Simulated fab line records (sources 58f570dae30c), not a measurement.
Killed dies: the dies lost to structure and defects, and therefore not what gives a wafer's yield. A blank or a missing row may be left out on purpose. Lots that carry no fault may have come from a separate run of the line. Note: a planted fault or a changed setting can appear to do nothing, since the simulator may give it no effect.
Which tool did it? + flow berkeley cmos170 + 45 wafers from 15 lots sampled at 2 of the route's 331 steps

## WHAT THE GAUGES SHOWED, per wafer
UCB170_NLDD_CD_MEAS_06: target cd 1200 nm. Usual: cd nm at 1200.3 nm, with a standard deviation of 1.6.
| lot  | measured     | on        | cd nm (nm)           | flag |
|------|--------------|-----------|----------------------|------|
| L807 | day 7 14:41  | cd sem-02 | 1201.1 1200.9 1200.6 |      |
| L806 | day 7 14:59  | cd sem-02 | 1199.6 1200.7 1199.9 |      |
| L808 | day 7 15:13  | cd sem-01 | 1198.3 1199.9 1199.2 |      |
| L809 | day 8 03:25  | cd sem-01 | 1200.7 1199.8 1201.7 |      |
| L810 | day 8 03:48  | cd sem-02 | 1201.2 1199.9 1200.3 |      |
| L813 | day 8 13:46  | cd sem-02 | 1202.1 1201.3 1202.6 |      |
| L811 | day 8 14:51  | cd sem-02 | 1199.6 1199.4 1199.1 |      |
| L814 | day 9 00:07  | cd sem-02 | 1200.3 1200.0 1200.0 |      |
| L815 | day 9 00:49  | cd sem-01 | 1199.5 1201.5 1199.5 |      |
| L817 | day 9 16:52  | cd sem-02 | 1198.7 1199.6 1198.6 |      |
| L821 | day 10 13:20 | cd sem-02 | 1246.4 1247.6 1246.0 | OFF  |
| L827 | day 11 17:50 | cd sem-02 | 1201.7 1201.6 1200.8 |      |
| L825 | day 11 18:21 | cd sem-01 | 1235.8 1236.8 1236.5 | OFF  |
| L826 | day 11 18:40 | cd sem-01 | 1238.0 1236.4 1236.9 | OFF  |
| L828 | day 11 19:02 | cd sem-02 | 1203.4 1201.7 1202.4 |      |

## WHAT TOOL EACH LOT RAN ON (gives the tool, then ch and the chambers of the sampled wafers, and finally the start)
| lot  | UCB170_NLDD_PEB_04                |
|------|-----------------------------------|
| L807 | litho track-02 ch 0, day 7 14:25  |
| L806 | litho track-01 ch 0, day 7 14:43  |
| L808 | litho track-04 ch 0, day 7 14:57  |
| L809 | litho track-04 ch 0, day 8 03:08  |
| L810 | litho track-02 ch 0, day 8 03:32  |
| L813 | litho track-04 ch 0, day 8 13:30  |
| L811 | litho track-02 ch 0, day 8 14:35  |
| L814 | litho track-01 ch 0, day 8 23:51  |
| L815 | litho track-01 ch 0, day 9 00:33  |
| L817 | litho track-04 ch 0, day 9 16:00  |
| L821 | litho track-01 ch 0, day 10 13:04 |
| L827 | litho track-02 ch 0, day 11 17:34 |
| L825 | litho track-01 ch 0, day 11 18:04 |
| L826 | litho track-01 ch 0, day 11 18:00 |
| L828 | litho track-02 ch 0, day 11 18:46 |
- UCB170_NLDD_PEB_04

## WHAT THE TOOLS THEMSELVES READ (means of the sampled wafers that have a number; where no wafer has one, the mark that the record gives instead)
UCB170_NLDD_PEB_04. Usual: heater power total W 56.80 W, standard deviation 0.044; plate temp C 130.00 C, standard deviation 0.14.
| lot  | tool           | heater power total W (W) | plate temp C (C) | flag |
|------|----------------|--------------------------|------------------|------|
| L807 | litho track-02 | 56.83                    | 129.98           |      |
| L806 | litho track-01 | 56.79                    | 130.05           |      |
| L808 | litho track-04 | 56.84                    | 129.93           |      |
| L809 | litho track-04 | 56.79                    | 129.82           |      |
| L810 | litho track-02 | 56.79                    | 129.87           |      |
| L813 | litho track-04 | 56.81                    | 129.97           |      |
| L811 | litho track-02 | 56.78                    | 130.03           |      |
| L814 | litho track-01 | 56.77                    | 130.03           |      |
| L815 | litho track-01 | 56.81                    | 130.18           |      |
| L817 | litho track-04 | 56.85                    | 129.99           |      |
| L821 | litho track-01 | 62.47                    | 139.96           | OFF  |
| L827 | litho track-02 | 56.81                    | 130.10           |      |
| L825 | litho track-01 | 62.58                    | 139.78           | OFF  |
| L826 | litho track-01 | 62.51                    | 140.07           | OFF  |
| L828 | litho track-02 | 56.85                    | 129.94           |      |

## THE ANSWER, worked out from the rows above alone
Rule: lot off if the mean of its wafers having a number is beyond 3 standard deviations from the usual mean. Also off: a lot with no number at a reading for which 4 or more lots have one. All remaining lots with rows at the step are treated as sound. After the gauges, taken in route order, come the tools' own readings; for these a lot's mean is taken, as printed above. At the first step where some lot is off, the reading lying furthest off is the one used; lots without a number count as furthest.
Off: L821, L825, L826 (UCB170_NLDD_CD_MEAS_06, cd nm).
A tool fits if, at a process step before that reading, it ran every lot that is off, and no sound lot after the first of them. The gauges at UCB170_NLDD_CD_MEAS_06 aren't tried: what is off there is off at UCB170_NLDD_PEB_04 too, on other tools, and a gauge's error can't cause that. One candidate fits, namely litho track-01 at UCB170_NLDD_PEB_04. A fault onset in the window from L815 (day 9 00:33, its last sound lot) to L821 (day 10 13:04, its first lot off) fits.
The tool's own readings at UCB170_NLDD_PEB_04 bear it out: on the lots that are off they differ by more than 5 times the standard deviation of the sound lots' means. heater power total W reads 62.52 W there against 56.81 W on the sound lots; plate temp C reads 139.94 C there against 129.99 C on the sound lots.

## WHAT HAD BEEN PUT IN BY THE SIMULATOR
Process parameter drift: litho track-01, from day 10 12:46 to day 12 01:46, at UCB170_NLDD_PEB_04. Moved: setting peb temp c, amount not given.
Struck lots among those shown: L821, L825, L826. The same result came from the rule above.
